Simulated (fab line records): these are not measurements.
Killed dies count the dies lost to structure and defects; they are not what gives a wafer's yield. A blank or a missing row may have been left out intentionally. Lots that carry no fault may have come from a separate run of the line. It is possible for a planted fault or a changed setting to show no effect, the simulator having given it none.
Problem report in the 8D (eight disciplines) form, filled by code / flow rit cmos / the parts of the form that need people (team, actions taken, sign-off) are left out

1. THE ISSUE
tilt deg at RIT_PSD_IMPLANT_08 reads a mean of 6.542 degrees on 6 wafers of 2 lots; wafers without a fault read 7.003 degrees with a standard deviation of 0.02. That is -23 standard deviations from the usual mean.
First seen on wafer L790.1, day 5 17:14, on implanter-02. The record has a number at this step for 36 wafers belonging to 12 lots. Rule for "out", or "out of limits": more than 4 standard deviations from the usual mean. The rest of the wafers with a number are treated as sound.

2. WHAT IT IS, AND WHAT IT ISN'T
question=which readings at this step | is=tilt deg | is not=end station pressure torr
question=which lots | is=L790, L792 | is not=L778, L779, L780, L781, L782, L783, L787, L797, L798, L800
question=which wafers of those lots | is=all that have a number | is not=-
question=read on which tools | is=implanter-02 | is not=implanter-04
question=when | is=from day 5 17:14 | is not=up to then (21 sound wafers); but 9 sound wafers of L797, L798, L800 came after

3. THE SUSPECTS, EACH WITH WHAT RULES IT OUT
Counting: a tool at any process step up to the reading remains a suspect when it ran all the lots that are out and ran no sound lot after the first of those.
- plasma asher-02 at RIT_ACTIVE_STRIP_14 (strips in O2, time 180 s): kept. It processed each lot that is out, first L790 at day 4 03:25, and no sound lot thereafter; up to then, the last sound lot it processed was L787 at day 3 13:36.
- implanter-02 at RIT_PSD_IMPLANT_08: kept. It processed each lot that is out, first L790 at day 5 17:14, and no sound lot thereafter; up to then, the last sound lot it processed was L787 at day 4 22:22. Out on those wafers are its own readings of tilt deg.
After counting, plasma asher-02 at RIT_ACTIVE_STRIP_14 and implanter-02 at RIT_PSD_IMPLANT_08 remain.

4. THE CAUSE (what the simulator had put in)
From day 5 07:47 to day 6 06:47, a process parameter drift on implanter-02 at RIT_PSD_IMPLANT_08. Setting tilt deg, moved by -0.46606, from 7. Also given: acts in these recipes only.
2 suspects survive the count, and this tool is in that group.

5. THE EFFECT CHAIN, in route order
Each row: a reading whose mean over the struck wafers that have a number lies more than 3 standard deviations from the usual. Scope: only readings with a usual standard deviation given in the record; hours: median across lots of the time from each lot's start at the first step in this table that gives one to its start at this step; sigmas: change in usual standard deviations.
hours=0; step=RIT_PSD_IMPLANT_08; reading=tilt deg; usual=7.003 degrees; on struck wafers=6.542; change=-0.461; sigmas=-23
Here are the process steps it includes:
- RIT_PSD_IMPLANT_08

6. HOW IT WOULD HAVE BEEN CAUGHT EARLIER
9 hours passed between the start of the fault at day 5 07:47 and the first reading out of limits in this record, taken at day 5 17:14.
